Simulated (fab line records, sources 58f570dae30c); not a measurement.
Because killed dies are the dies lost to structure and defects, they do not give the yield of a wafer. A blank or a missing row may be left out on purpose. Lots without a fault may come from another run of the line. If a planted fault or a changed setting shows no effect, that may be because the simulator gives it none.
Split-lot trial	flow berkeley_cmos170	on a route of 331 steps: 5 lots, 23 wafers read

## ON THE SPLIT
At UCB170_M2_SPUTTER_01 (material Al, target thk 900 nm, time 120 s), the setting chamber_pressure_pa was moved away from the recipe's 0.5 Pa on 15 of the 23 wafers read, by +5.2% to +12.6%. This setting was run at the recipe's value on the other wafers.

The reading is taken at the split's own step.

## THE READING
Al_of_M2_SPUTTER_01.thk_nm (the simulator's own value, which no gauge read), in nm, at UCB170_M2_SPUTTER_01 (material Al, target thk 900 nm, time 120 s). The file does not state a usual value for it. Average 897.9 nm, standard deviation 11 nm, over the 8 wafers here run with the recipe.

wafer	tool, chamber at the split	chamber_pressure_pa as run, Pa	against the recipe	Al_of_M2_SPUTTER_01.thk_nm, nm	against lot-mates on the recipe
L074.2	pvd_sputter-01, -	0.5258	+5.2%	884.1	no lot-mate on the recipe
L074.3	pvd_sputter-01, -	0.5258	+5.2%	887.1	no lot-mate on the recipe
L074.4	pvd_sputter-01, -	0.5258	+5.2%	883.8	no lot-mate on the recipe
L074.5	pvd_sputter-01, -	0.5258	+5.2%	880.2	no lot-mate on the recipe
L074.6	pvd_sputter-01, -	0.5258	+5.2%	885.3	no lot-mate on the recipe
L077.1	pvd_sputter-02, -	0.5	recipe	885.8	-
L077.3	pvd_sputter-02, -	0.5	recipe	892.6	-
L077.6	pvd_sputter-02, -	0.5	recipe	879.5	-
L082.1	pvd_sputter-02, -	0.5	recipe	913.8	-
L082.2	pvd_sputter-02, -	0.5	recipe	893.5	-
L082.3	pvd_sputter-02, -	0.5	recipe	902	-
L082.5	pvd_sputter-02, -	0.5	recipe	905.2	-
L082.6	pvd_sputter-02, -	0.5	recipe	910.6	-
L084.1	pvd_sputter-03, -	0.5628	+12.6%	859.4	no lot-mate on the recipe
L084.3	pvd_sputter-03, -	0.5628	+12.6%	866.3	no lot-mate on the recipe
L084.4	pvd_sputter-03, -	0.5628	+12.6%	862.3	no lot-mate on the recipe
L084.5	pvd_sputter-03, -	0.5628	+12.6%	855	no lot-mate on the recipe
L084.6	pvd_sputter-03, -	0.5628	+12.6%	859.8	no lot-mate on the recipe
L085.1	pvd_sputter-02, -	0.5465	+9.3%	877.7	no lot-mate on the recipe
L085.2	pvd_sputter-02, -	0.5465	+9.3%	881.9	no lot-mate on the recipe
L085.3	pvd_sputter-02, -	0.5465	+9.3%	868.1	no lot-mate on the recipe
L085.5	pvd_sputter-02, -	0.5465	+9.3%	881.8	no lot-mate on the recipe
L085.6	pvd_sputter-02, -	0.5465	+9.3%	866	no lot-mate on the recipe

FIT RESULTS
A straight line over all 23 wafers: Al_of_M2_SPUTTER_01.thk_nm changes by -2.83 nm for each +1% of chamber_pressure_pa; r = -0.87; the points scatter about the line by 8.2 nm.
Too few moved wafers have a lot-mate on the recipe to fit a line with each lot's own level taken away.

## FILE'S OWN FIT
Al_of_M2_SPUTTER_01.thk_nm changes by -2.83 nm for each +1% of chamber_pressure_pa, r = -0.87.
